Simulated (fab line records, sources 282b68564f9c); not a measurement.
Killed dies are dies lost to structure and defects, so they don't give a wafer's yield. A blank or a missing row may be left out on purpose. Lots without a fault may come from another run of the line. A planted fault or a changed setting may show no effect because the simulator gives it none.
One fault seen from 2 desks | flow rit_cmos | each desk has only its own numbers; what lay behind them comes last

THE METROLOGY DESK
What the gauges read, lot by lot, whatever tool the lot ran on: means of the sampled wafers that have a number. A lot is out of limits, marked OUT, if its mean lies more than 4 standard deviations from the usual mean; the brackets give that distance.
Columns: A = PLDD_OVL at RIT_PLDD_OVL_MEAS_06, usual 0.3 nm; B = PLDD_TW at RIT_PLDD_TW_MEAS_10, usual 2324; C = SPACER_NITRIDE_THK at RIT_SPACER_THK_MEAS_04, usual 250.0 nm; D = NSD_OVL at RIT_NSD_OVL_MEAS_06, usual 0.8 nm
lot  | first seen here | A    | B    | C     | D
L223 | day 3 02:20     | 0.7  | 2306 | 251.1 | 1.8
L224 | day 3 06:39     | -0.3 | 2341 | 252.4 | 3.1
L227 | day 3 19:24     | 0.1  | 2340 | 249.1 | 0.4
L230 | day 4 16:16     | 0.8  | 2352 | 245.9 | 2.3
L242 | day 7 01:02     | -0.2 | 2346 | 250.9 | 0.0
L244 | day 7 09:34     | -0.5 | 2308 | 247.6 | -1.1
This desk's finding: nothing out of limits on any of the 6 lots.

THE TOOL OWNER'S DESK: litho_track-04
The tool's own readings at RIT_NSD_COAT_01 (resist thk 1000 nm): means of the sampled wafers that have a number, for each lot that ran on this tool. A lot is out of limits, marked OUT, if its mean lies more than 4 standard deviations from the usual mean; the brackets give that distance.
Columns: A = spin_speed_rpm at RIT_NSD_COAT_01, usual 3250.0 rpm
lot  | first seen here | A
L242 | day 7 04:17     | 3437.8 (+70) OUT
L244 | day 7 12:49     | 3440.6 (+71) OUT
This desk's finding: out of limits on L242, L244; first on L242, day 7 04:17 (spin_speed_rpm at RIT_NSD_COAT_01). In limits: none.

PUT TOGETHER
The tool owner's desk could have raised an alarm at day 7 04:17, on L242, L244.
The metrology desk saw nothing out of limits.
The metrology desk has L242, L244 on record, within its limits.
Of the lots named, all ran RIT_NSD_COAT_01 on litho_track-04.

WHAT THE SIMULATOR HAD PUT IN
Process parameter drift: litho_track-04, from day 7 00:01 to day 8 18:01, at RIT_NSD_COAT_01. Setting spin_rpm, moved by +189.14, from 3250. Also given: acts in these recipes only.
Lots struck among those shown: L242, L244.
Hours from the fault's start to each desk's first reading out of limits: the tool owner's desk, 4.
